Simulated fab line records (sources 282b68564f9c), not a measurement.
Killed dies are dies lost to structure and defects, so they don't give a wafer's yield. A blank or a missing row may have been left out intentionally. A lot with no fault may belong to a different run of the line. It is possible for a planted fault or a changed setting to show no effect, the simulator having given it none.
A struck lot beside a sound one :: flow rit-cmos :: 15 out of 202 route steps
Sound: these wafers, L430.1, L430.4, L430.5. Wafers struck: L425.1, L425.3, L425.4. At the end, the cause is stated.
At each step with rows: each side's tool, then ch and its chambers, then its first start. Under that, the readings that differ: sound wafers :: struck wafers :: difference of the means :: sigmas: that difference in standard deviations of wafers without a fault.
alike: readings with means less than 2 such deviations apart, plus words and numbers identical on both sides. not compared: withheld readings, readings lacking a value on some wafer, bounds such as >300 that could conceal the same value, and numbers that have no deviation in the record and whose values overlap.
The two part at a step that has a row with sigmas, a row that says differs or no value, or rows on one side only. Numbers that don't overlap but have no deviation are shown without sigmas and don't part them. A reading that every wafer of one side lacks parts them only if that side has two wafers or more.

first, 2 steps without rows for these wafers: RIT_NRETRO_HARDBAKE_07 (time 120 s); RIT_NRETRO_IMPLANT_08.
RIT_NRETRO_STRIP_09: strips in O2, time 180 s.
  sound on plasma-asher-02 ch 0,1, day 5 04:10; struck on plasma-asher-04 ch 0,1, day 4 02:28
  alike: chamber-pressure-mTorr, drypump-motor-current-A, rf-refl-power-W
  not compared: rf-hours-counter-h
RIT_NRETRO_TW_MEAS_10:
  sound on film-metro-02, day 5 04:20; struck on film-metro-01, day 4 02:38
reading: NRETRO_TW
sound: 1058 1063 1061
struck: 1045 1038 1045
difference: -18
sigmas: -3
then, 6 steps without rows for these wafers: RIT_PRETRO_HMDS_00 (prime time 60 s); RIT_PRETRO_COAT_01 (resist thk 1300 nm); RIT_PRETRO_SOFTBAKE_02 (time 60 s); RIT_PRETRO_EXPOSE_03 (exposes mask M5, target cd 43700 nm); RIT_PRETRO_PEB_04; RIT_PRETRO_DEVELOP_05 (develop time 68 s).
RIT_PRETRO_OVL_MEAS_06:
  sound on overlay-02, day 5 05:24; struck on overlay-02, day 4 03:41
  alike: PRETRO_OVL
then, 1 step without rows for these wafers: RIT_PRETRO_HARDBAKE_07 (time 120 s).
RIT_PRETRO_IMPLANT_08:
  sound on implanter-03 ch 0, day 5 05:41; struck on implanter-02 ch 0, day 4 03:58
reading: beam-energy-keV
sound: 44.991 44.980 44.983
struck: 39.762 39.773 39.770
difference: -5.216
sigmas: -99 or more

reading: model.implant.rp-nm (nm)
sound: 145.9 145.9 145.9
struck: 128.3 128.3 128.3
difference: -17.6
sigmas: 

reading: model.implant.drp-nm (nm)
sound: 55.07 55.07 55.07
struck: 51.14 51.14 51.14
difference: -3.93
sigmas: 
RIT_PRETRO_STRIP_09: strips in O2, time 180 s.
  sound on plasma-asher-02 ch 1, day 5 05:50; struck on plasma-asher-01 ch 0,1, day 4 04:07
  alike: chamber-pressure-mTorr, drypump-motor-current-A, rf-refl-power-W
  not compared: rf-hours-counter-h
RIT_M1_PROBE_99:
  sound on prober-02, day 6 08:07; struck on prober-01, day 5 06:07
reading: model.etest.nmos_0p3.r-on-ohm-um
sound: 2209 2123 2190
struck: 2278 2240 2263
difference: +86
sigmas: 

reading: model.etest.nmos-narrow.drive-ua-um
sound: 223.6 227.3 224.7
struck: 212.8 212.2 210.7
difference: -13.3
sigmas: 

reading: model.etest.nmos_0p3.drive-ua-um
sound: 223.2 225.9 221.2
struck: 211.5 212.4 208.3
difference: -12.7
sigmas: 

reading: model.etest.diode-nplus-pwell.bv-v (V)
sound: 6.005 6.034 6
struck: 5.953 5.974 5.988
difference: -0.041
sigmas: 

reading: model.etest.cap-n-gate.c-min-ff-um2
sound: 2.364 2.372 2.358
struck: 2.462 2.443 2.441
difference: +0.084
sigmas: 

reading: model.etest.nmos_0p15.vt-sat-v (V)
sound: 0.309 0.3151 0.3166
struck: 0.3453 0.3432 0.3536
difference: +0.0338
sigmas: 
  alike: killed-at-contacts, killed-at-front-end, killed-dies, killed-open, killed-short
  not compared: model.etest.nmos_0p3.off-log10-a-um, model.etest.gate-end-array.leak-log10-a-um

== WHERE THEY PART ==
First at RIT_NRETRO_TW_MEAS_10; last, within this record, at RIT_PRETRO_IMPLANT_08. Later steps at which nothing parts them and some readings are alike: RIT_PRETRO_STRIP_09, RIT_M1_PROBE_99.

WHY: whatever the simulator had introduced
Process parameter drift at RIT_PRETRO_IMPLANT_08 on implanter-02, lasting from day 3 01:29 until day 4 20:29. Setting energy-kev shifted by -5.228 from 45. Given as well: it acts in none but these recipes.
